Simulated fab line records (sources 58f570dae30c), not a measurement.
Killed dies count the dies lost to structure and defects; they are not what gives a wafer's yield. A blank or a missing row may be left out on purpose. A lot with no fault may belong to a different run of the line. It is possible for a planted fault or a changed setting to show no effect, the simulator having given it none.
Which tool is to blame?	flow berkeley cmos170	Sampling: 14 lots, 41 wafers, 4 of 331 route steps

## WHAT THE GAUGES READ, wafer by wafer
UCB170_NVT_OVL_MEAS_06. Usual: NVT_OVL gives 3 nm (standard deviation 5.1).
lot	measured	on	NVT_OVL (nm)	flag
L406	day 5 08:04	overlay-01	3 6 12	
L408	day 6 07:07	overlay-02	4 6 5	
L410	day 6 07:11	overlay-01	11 13 12	
L411	day 6 06:40	overlay-02	2 3 2	
L412	day 7 01:16	overlay-01	7 9 3	
L414	day 7 09:19	overlay-02	4 9 8	
L417	day 7 09:06	overlay-02	4 9 4	
L415	day 7 09:23	overlay-02	-3 1 0	
L421	day 8 11:47	overlay-02	4 4	
L420	day 8 12:03	overlay-02	6 5 5	
L424	day 8 22:54	overlay-02	1 1 -1	
L427	day 9 15:10	overlay-01	3 4 4	
L425	day 9 14:56	overlay-02	4 -2 5	
L426	day 9 14:41	overlay-01	4 1 6	

UCB170_PVT_TW_MEAS_09. Usual: PVT_TW gives 508 (standard deviation 4.1).
lot	measured	on	PVT_TW	flag
L406	day 5 10:07	film metro-04	509 509 510	
L408	day 6 09:59	film metro-04	511 510 515	
L410	day 6 09:53	film metro-03	500 499 502	
L411	day 6 08:26	film metro-02	511 512 510	
L412	day 7 03:19	film metro-02	513 513 514	
L414	day 7 12:42	film metro-04	509 509 508	
L417	day 7 12:42	film metro-02	513 513 515	
L415	day 7 12:28	film metro-02	514 514 512	
L421	day 8 15:00	film metro-02	509 510	
L420	day 8 15:16	film metro-03	500 500 501	
L424	day 9 00:45	film metro-02	510 513 512	
L427	day 9 18:51	film metro-04	511 508 510	
L425	day 9 18:07	film metro-03	505 505 504	
L426	day 9 17:56	film metro-03	502 507 505	

## EACH LOT AND THE TOOL THAT RAN IT (in order: tool; ch and the chambers of the sampled wafers; start)
lot	UCB170_PFIELD_STRIP_08	UCB170_PVT_DEVELOP_05
L406	plasma asher-04 ch 0,1, day 4 04:18	litho track-03 ch 0, day 5 09:00
L408	plasma asher-04 ch 0,1, day 5 04:29	litho track-02 ch 0, day 6 09:00
L410	plasma asher-02 ch 0,1, day 5 04:41	litho track-04 ch 0, day 6 09:00
L411	plasma asher-02 ch 0,1, day 5 06:12	litho track-04 ch 0, day 6 08:00
L412	plasma asher-02 ch 1, day 5 20:20	litho track-02 ch 0, day 7 02:00
L414	plasma asher-02 ch 0,1, day 6 06:11	litho track-03 ch 0, day 7 12:00
L417	plasma asher-01 ch 0,1, day 6 06:55	litho track-02 ch 0, day 7 12:00
L415	plasma asher-04 ch 0,1, day 6 07:01	litho track-04 ch 0, day 7 12:00
L421	plasma asher-01 ch 1, day 7 09:40	litho track-03 ch 0, day 8 14:00
L420	plasma asher-02 ch 0, day 7 09:45	litho track-03 ch 0, day 8 14:00
L424	plasma asher-04 ch 0,1, day 7 16:39	litho track-02 ch 0, day 9 00:00
L427	plasma asher-02 ch 0,1, day 8 12:23	litho track-02 ch 0, day 9 18:00
L425	plasma asher-04 ch 0,1, day 8 12:39	litho track-02 ch 0, day 9 17:00
L426	plasma asher-02 ch 0,1, day 8 13:25	litho track-04 ch 0, day 9 17:00
- UCB170_PFIELD_STRIP_08: strips in O2.
- UCB170_PVT_DEVELOP_05: develop time 45 s.

## AS READ BY THE TOOLS THEMSELVES (means over the sampled wafers that have a number; for cases with no such wafer, the mark the record gives instead)
UCB170_PFIELD_STRIP_08. Usual: drypump motor current A 5.9 A, standard deviation 0.49; oes product au 0.735 a.u., standard deviation 0.0047; strip time to endpoint s 21.59 s, standard deviation 0.059.
lot	tool	drypump motor current A (A)	oes product au (a.u.)	strip time to endpoint s (s)	flag
L406	plasma asher-04	6.1	0.730	21.58	
L408	plasma asher-04	6.1	0.739	21.56	
L410	plasma asher-02	5.7	0.733	21.56	
L411	plasma asher-02	5.7	0.735	21.54	
L412	plasma asher-02	6.4	0.739	21.60	
L414	plasma asher-02	6.0	0.732	21.64	
L417	plasma asher-01	5.8	0.739	21.71	
L415	plasma asher-04	6.1	0.731	21.47	
L421	plasma asher-01	6.2	0.740	21.63	
L420	plasma asher-02	5.3	0.733	21.62	
L424	plasma asher-04	6.2	0.737	21.53	
L427	plasma asher-02	6.0	0.737	21.57	
L425	plasma asher-04	6.1	0.729	21.63	
L426	plasma asher-02	5.7	0.739	21.56	

UCB170_PVT_DEVELOP_05. Usual: developer temp C at 21.01 C, with a standard deviation of 0.12.
lot	tool	developer temp C (C)	flag
L406	litho track-03	21.05	
L408	litho track-02	21.01	
L410	litho track-04	21.09	
L411	litho track-04	21.05	
L412	litho track-02	20.92	
L414	litho track-03	21.07	
L417	litho track-02	21.13	
L415	litho track-04	20.89	
L421	litho track-03	21.80	OFF
L420	litho track-03	21.83	OFF
L424	litho track-02	20.96	
L427	litho track-02	21.22	
L425	litho track-02	20.92	
L426	litho track-04	21.10	

## THE ANSWER, worked out from the rows above alone
Rule: take the mean of a lot's wafers that have a number; if it is more than 3 standard deviations from the usual mean, the lot is off. A lot without any number at a reading at which 4 lots or more have one is off too. Where the step has rows for the other lots, those lots are counted as sound. After the gauges, taken in route order, come the tools' own readings; for these a lot's mean is taken, as printed above. At the first step where some lot is off, the reading lying furthest off is the one used; lots without a number count as furthest.
Off: L421, L420 (UCB170_PVT_DEVELOP_05, developer temp C).
If a tool, at that step or one of the process steps before it, ran each lot that is off and ran no sound lot following the first of them, it fits. One candidate fits, namely litho track-03 at UCB170_PVT_DEVELOP_05. A fault onset in the window from L414 (day 7 12:00, its last sound lot) to L421 (day 8 14:00, its first lot off) fits.
On the lots that are off, the tool's own readings at UCB170_PVT_DEVELOP_05 differ by more than 5 times the standard deviation of the sound lots' means, which bears it out; developer temp C reads 21.81 C there versus 21.03 C on the sound lots.

## WHAT WAS PUT IN BY THE SIMULATOR
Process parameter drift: litho track-03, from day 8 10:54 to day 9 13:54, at UCB170_PVT_DEVELOP_05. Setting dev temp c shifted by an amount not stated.
Lots struck among those shown: L421, L420. The rule above reached the same finding.
